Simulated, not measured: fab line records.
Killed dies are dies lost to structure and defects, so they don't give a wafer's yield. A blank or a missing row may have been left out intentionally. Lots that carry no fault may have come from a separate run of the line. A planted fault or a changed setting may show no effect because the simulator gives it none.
fab line records	flow berkeley-cmos170
[record] lots = 6	wafers = 18	last-day = 12
route steps=331 shown V2@294
lots that met no fault: from a run of the same line without faults
start-h: the number of hours between the record's first day and the start of the first shown wafer of the lot	wait-h: hours from the lot's prior step to this one	" the same as in the row above	L1.1+2: several wafers, shown together as one row	- value missing, or start not given	* or withheld: withheld	< > ~ a bound
route shown NAME@n: a module of which the file shows steps, and the number in the route of the first	usual: mean and standard deviation over wafers with no fault	same: alike in all rows	chamber/n: place in a boat	sites: readings site by site	_std_site: their standard deviation	_edge_site: outer sites' mean less inner sites'	radius-mm: for every site, how far away it sits from the centre of the wafer	mask NAME#n: copy n	behind: the tool/chamber that last shaped the wafer	hold: the reason the lot was held/the length of the hold in hours/how it ended	device: the n, p or np transistor that did not switch	end of line: at the end of the route, the tests of the same wafers	step lacking rows: just its recipe	killed: count of dies lost to structure and defects at first sort (not the wafer's yield)	map: dies across one wafer; x = killed, . = not, _ = none there
set.NAME: setting as actually run; set.NAME@STEP: the setting as run at that earlier step	model.NAME: the simulator's own value behind a step, which no gauge read
lots at some steps of the route; a table a step, a row a wafer
services: when a tool's chamber went out of use (start-h, in hours from the record's first day, below 0 if earlier), for how many hours, and the reason
[[steps]]
[step UCB170_V2_CMP_02]
[recipe] material = SiO2	down-force-psi = 6	platen-rpm = 60	pad-velocity-m-s = 0.75398
[usual] motor-current-A = 16.3/1.5
lot.wafer	tool	chamber	start-h	wait-h	motor-current-A
L886.3	cmp-01	3	205.26	0.0	14.8
L886.4	"	2	"	"	16.5
L886.6	"	3	"	"	14.1
L887.3	cmp-02	2	205.54	0.1	15.7
L887.6	"	1	"	"	14.1
L887.5	"	2	"	"	16.5
L893.3	cmp-02	2	242.12	0.1	15.9
L893.4	"	3	"	"	19.1
L893.6	"	1	"	"	14.6
L896.2	cmp-01	1	250.41	0.0	15.9
L896.3	"	3	"	"	14.3
L896.4	"	0	"	"	17.8
L895.2	cmp-02	3	263.53	0.1	20.0
L895.3	"	0	"	"	15.6
L895.6	"	3	"	"	19.2
L904.3	cmp-02	2	281.43	0.1	16.2
L904.1	"	3	"	"	19.1
L904.6	"	1	"	"	14.4
[step UCB170_V2_BOW_MEAS_03]
[recipe] mode = bow
[usual] V2_BOW = 36/6.2
lot.wafer	tool	chamber	start-h	wait-h	V2_BOW[um]
L886.3	film-metro-03	-	205.60	0.3	39
L886.4	"	-	"	"	36
L886.6	"	-	"	"	38
L887.3	film-metro-04	-	205.83	0.2	49
L887.5	"	-	"	"	38
L887.6	"	-	"	"	40
L893.3	film-metro-04	-	242.41	0.2	39
L893.4	"	-	"	"	36
L893.6	"	-	"	"	37
L896.2	film-metro-04	-	250.73	0.3	41
L896.3	"	-	"	"	45
L896.4	"	-	"	"	35
L895.2	film-metro-04	-	263.80	0.2	50
L895.3	"	-	"	"	41
L895.6	"	-	"	"	31
L904.1	film-metro-03	-	281.68	0.1	40
L904.3	"	-	"	"	39
L904.6	"	-	"	"	25
[step UCB170_V2_THK_MEAS_04]
[recipe] reads = SiO2_of_V2_CVD_00
[usual] V2_POLISHED_THK = 1000.5/1.3
lot.wafer	tool	chamber	start-h	wait-h	V2_POLISHED_THK[nm]
L886.3	film-metro-03	-	205.70	0.1	1000.9
L886.4	"	-	"	"	1002.2
L886.6	"	-	"	"	1002.1
L887.3	film-metro-04	-	205.93	0.1	1000.7
L887.5	"	-	"	"	1001.7
L887.6	"	-	"	"	997.4
L893.3	film-metro-04	-	242.51	0.1	1000.2
L893.4	"	-	"	"	1000.2
L893.6	"	-	"	"	997.5
L896.2	film-metro-04	-	250.84	0.1	999.6
L896.3	"	-	"	"	999.7
L896.4	"	-	"	"	999.8
L895.2	film-metro-04	-	263.91	0.1	1000.6
L895.3	"	-	"	"	1000.7
L895.6	"	-	"	"	1000.5
L904.1	film-metro-03	-	281.80	0.1	1000.8
L904.3	"	-	"	"	1001.4
L904.6	"	-	"	"	1000.1
[step UCB170_V2_CLEAN_05]
[recipe] chemistry = DIW
[step UCB170_V2_HMDS_06]
[recipe] prime-time-s = 60	prime-temp-c = 100
[step UCB170_V2_COAT_07]
[recipe] resist = KrF	spin-rpm = 1500	resist-thk-nm = 900
[step UCB170_V2_SOFTBAKE_08]
[recipe] resist = KrF	temp-c = 130	time-s = 60
[step UCB170_V2_EXPOSE_09]
[recipe] mask-id = VIA2	target-cd-nm = 700	na = 0.5	sigma-outer = 0.6	source-shape = conventional	dose-mj = 37
[step UCB170_V2_PEB_10]
[recipe] peb-temp-c = 130	peb-time-s = withheld	resist = KrF
[step UCB170_V2_DEVELOP_11]
[recipe] developer = TMAH	develop-time-s = 45	resist = KrF	dev-temp-c = 21
[step UCB170_V2_CD_MEAS_12]
[recipe] target-cd-nm = 700
[usual] cd-nm = 700.0/1.4
lot.wafer	tool	chamber	start-h	wait-h	cd-nm
L886.3	cd-sem-01	-	210.34	-	699.0
L886.4	"	-	"	"	698.7
L886.6	"	-	"	"	699.2
L887.3	cd-sem-01	-	210.81	-	701.3
L887.5	"	-	"	"	700.0
L887.6	"	-	"	"	700.3
L893.3	cd-sem-02	-	243.75	-	699.8
L893.4	"	-	"	"	700.1
L893.6	"	-	"	"	700.9
L896.2	cd-sem-02	-	252.65	-	699.0
L896.3	"	-	"	"	700.8
L896.4	"	-	"	"	699.6
L895.2	cd-sem-02	-	265.01	-	698.8
L895.3	"	-	"	"	699.5
L895.6	"	-	"	"	698.7
L904.1	cd-sem-01	-	283.01	-	701.9
L904.3	"	-	"	"	701.4
L904.6	"	-	"	"	700.9
[step UCB170_V2_OVL_MEAS_13]
[usual] V2_OVL = -1/4.8
lot.wafer	tool	chamber	start-h	wait-h	V2_OVL[nm]
L886.3	overlay-01	-	210.43	0.1	-6
L886.4	"	-	"	"	-5
L886.6	"	-	"	"	-1
L887.3	overlay-02	-	210.90	0.1	3
L887.5	"	-	"	"	3
L887.6	"	-	"	"	3
L893.3	overlay-02	-	243.84	0.1	8
L893.4	"	-	"	"	-2
L893.6	"	-	"	"	1
L896.2	overlay-01	-	252.76	0.1	2
L896.3	"	-	"	"	3
L896.4	"	-	"	"	-4
L895.2	overlay-02	-	265.12	0.1	-5
L895.3	"	-	"	"	-8
L895.6	"	-	"	"	-8
L904.1	overlay-02	-	283.13	0.1	3
L904.3	"	-	"	"	4
L904.6	"	-	"	"	-5
[step UCB170_V2_ETCH_14]
[recipe] chemistry = CHF3/CF4/Ar	target = SiO2	stop-on = Al	CHF3_flow_sccm = 45	cf4-flow-sccm = 15	Ar_flow_sccm = 150	pressure-mtorr = 200	rf-w = 700	target-depth-a = 12500	over-etch-frac = 0.25	time-s = 291
[usual] drypump-motor-current-A = 5.8/0.49	oes-product-au = 0.878/0.013	throttle-valve-pct = 6.94/0.11
lot.wafer	tool	chamber	start-h	wait-h	drypump-motor-current-A	oes-product-au	rf-hours-counter-h	throttle-valve-pct	model.KrF_of_V2_COAT_07.thk-nm	model.V2.feature-depth-nm	model.etch.depth-nm
L886.3	rie-diel-04	0	210.55	0.1	5.5	0.864	-	6.86	613.8	1001	1001
L886.4	"	1	"	"	5.7	0.886	-	6.91	615.2	1002	1002
L886.6	"	0	"	"	5.5	0.864	-	6.86	614.5	1002	1002
L887.3	rie-diel-02	0	210.93	0.0	5.9	0.874	57	6.84	608.2	1001	1001
L887.5	"	3	"	"	6.0	0.867	-	6.99	601.6	1002	1002
L887.6	"	0	"	"	5.9	0.880	-	6.88	609.3	998.6	998.3
L893.3	rie-diel-02	3	243.86	0.0	6.0	0.860	82	6.98	667.9	979.3	979.3
L893.4	"	0	"	"	5.9	0.856	59	6.87	676.4	948	948
L893.6	"	1	"	"	5.8	0.832	-	6.71	679.6	927.5	927.5
L896.2	rie-diel-04	0	252.79	0.0	5.5	0.862	6	6.86	602.1	1000	999.6
L896.3	"	1	"	"	5.6	0.891	5	6.90	603.9	1000	1000
L896.4	"	2	"	"	4.9	0.869	1	7.03	606	999.9	999.9
L895.2	rie-diel-02	0	265.15	0.0	5.9	0.847	60	6.87	683.8	939.2	939.2
L895.3	"	1	"	"	5.8	0.849	42	6.70	688	926.5	926.5
L895.6	"	3	"	"	6.0	0.863	-	6.97	673	985.1	985.1
L904.1	rie-diel-01	2	283.16	0.0	5.1	0.867	73	6.99	618.5	1001	1001
L904.3	"	0	"	"	6.4	0.868	99	7.12	610.8	1001	1001
L904.6	"	3	"	"	6.3	0.867	-	6.95	616.4	1000	1000
[step UCB170_V2_STRIP_15]
[recipe] chemistry = O2	power-w = 400	pressure-mtorr = 3500	platen-temp-c = withheld	o2-flow-sccm = 400	overash-fraction = 0.5
[usual] drypump-motor-current-A = 6.00/0.25	oes-product-au = 0.722/0.0049	strip-time-to-endpoint-s = 15.35/0.13
lot.wafer	tool	chamber	start-h	wait-h	drypump-motor-current-A	oes-product-au	rf-hours-counter-h	strip-time-to-endpoint-s
L886.3	plasma-asher-01	1	210.76	0.1	5.96	0.728	-	15.40
L886.4	"	0	"	"	5.87	0.713	-	15.42
L886.6	"	1	"	"	6.02	0.724	-	15.41
L887.3	plasma-asher-01	1	211.14	0.1	6.00	0.720	-	15.27
L887.5	"	1	"	"	5.99	0.719	-	15.11
L887.6	"	0	"	"	5.90	0.720	-	15.29
L893.3	plasma-asher-01	0	244.07	0.1	5.89	0.724	-	16.62
L893.4	"	1	"	"	6.03	0.727	-	16.83
L893.6	"	1	"	"	6.06	0.730	-	16.91
L896.2	plasma-asher-01	0	252.96	0.1	5.89	0.726	15	15.13
L896.3	"	1	"	"	5.99	0.719	-	15.17
L896.4	"	0	"	"	5.88	0.727	-	15.21
L895.2	plasma-asher-02	1	265.33	0.1	6.50	0.722	54	17.00
L895.3	"	0	"	"	5.71	0.726	-	17.10
L895.6	"	1	"	"	6.48	0.722	-	16.75
L904.1	plasma-asher-01	0	283.34	0.1	5.90	0.714	19	15.50
L904.3	"	0	"	"	5.88	0.724	-	15.34
L904.6	"	0	"	"	5.90	0.723	-	15.47
[step UCB170_V2_CD_MEAS_90]
[recipe] target-cd-nm = 700
[usual] cd-nm = 700.0/1.5
lot.wafer	tool	chamber	start-h	wait-h	cd-nm
L886.3	cd-sem-02	-	210.87	0.1	699.2
L886.4	"	-	"	"	698.8
L886.6	"	-	"	"	699.5
L887.3	cd-sem-01	-	211.41	0.2	700.2
L887.5	"	-	"	"	700.8
L887.6	"	-	"	"	699.7
L893.3	cd-sem-01	-	244.22	0.1	698.8
L893.4	"	-	"	"	697.5
L893.6	"	-	"	"	697.7
L896.2	cd-sem-02	-	253.08	0.1	699.6
L896.3	"	-	"	"	700.9
L896.4	"	-	"	"	700.1
L895.2	cd-sem-01	-	265.45	0.1	695.2
L895.3	"	-	"	"	696.9
L895.6	"	-	"	"	695.7
L904.1	cd-sem-02	-	283.44	0.1	701.9
L904.3	"	-	"	"	702.8
L904.6	"	-	"	"	701.2
[[services]]
tool	chamber	start-h	hours	kind
cmp-01	-	188.25	4.7	pm
rie-diel-02	-	193.40	4.3	pm
rie-diel-01	-	194.32	0.2	repair
rie-diel-02	2	197.73	-	clean
rie-diel-02	2	197.73	17.6	scheduled-down
rie-diel-02	2	197.73	17.6	vent-cycle
rie-diel-04	2	204.01	-	clean
rie-diel-04	2	204.01	22.2	scheduled-down
rie-diel-04	2	204.01	22.2	vent-cycle
plasma-asher-01	-	207.41	2.8	pm
rie-diel-04	3	210.00	3.5	repair
rie-diel-01	1	216.42	-	clean
rie-diel-01	1	216.42	17.9	scheduled-down
rie-diel-01	1	216.42	17.9	vent-cycle
cmp-01	-	231.86	3.5	pm
cmp-01	-	235.39	4.0	pm
rie-diel-04	-	238.55	2.8	pm
cmp-01	-	239.39	-	consumable-replace:conditioner
cmp-01	-	239.39	-	consumable-replace:pad
cmp-02	-	240.35	1.2	repair
[[key]]
[first-sign] step = UCB170_V2_ETCH_14	reading = oes-product-au	direction = down	sigmas = 2.1	usual = 0.878	struck = 0.851	wafers-moved = 3
[effect] step = UCB170_V2_STRIP_15	reading = strip-time-to-endpoint-s	direction = up	sigmas = 12	usual = *	struck = *
[effect] step = UCB170_V2_CD_MEAS_90	reading = cd-nm	direction = down	sigmas = 2	usual = 700.0	struck = 697.0
[model-effect] step = UCB170_V2_ETCH_14	value = KrF_of_V2_COAT_07.thk-nm	without = 610.2	struck = 678.1
met-at UCB170_V2_ETCH_14
struck-wafers L893.3,L893.4,L893.6,L895.2,L895.3,L895.6
later-rows-left-out L893.3,L893.4,L893.6,L895.2,L895.3,L895.6
sort-left-out L893.3,L893.4,L893.6,L895.2,L895.3,L895.6
onset-between 210.93 243.86
[fault] kind = process-parameter-drift	tool = rie-diel-02	chamber = -	onset-h = 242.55	steps = UCB170_V2_ETCH_14	channel = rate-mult	offset = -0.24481	shape = step	end-h = 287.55
// sort-left-out: the simulated sort isn't trusted on such a fault, so these wafers' sort isn't shown, and their yield isn't known
// later-rows-left-out: the simulator's readings of these wafers behind a module that went badly wrong aren't trusted and aren't shown, but for the sort
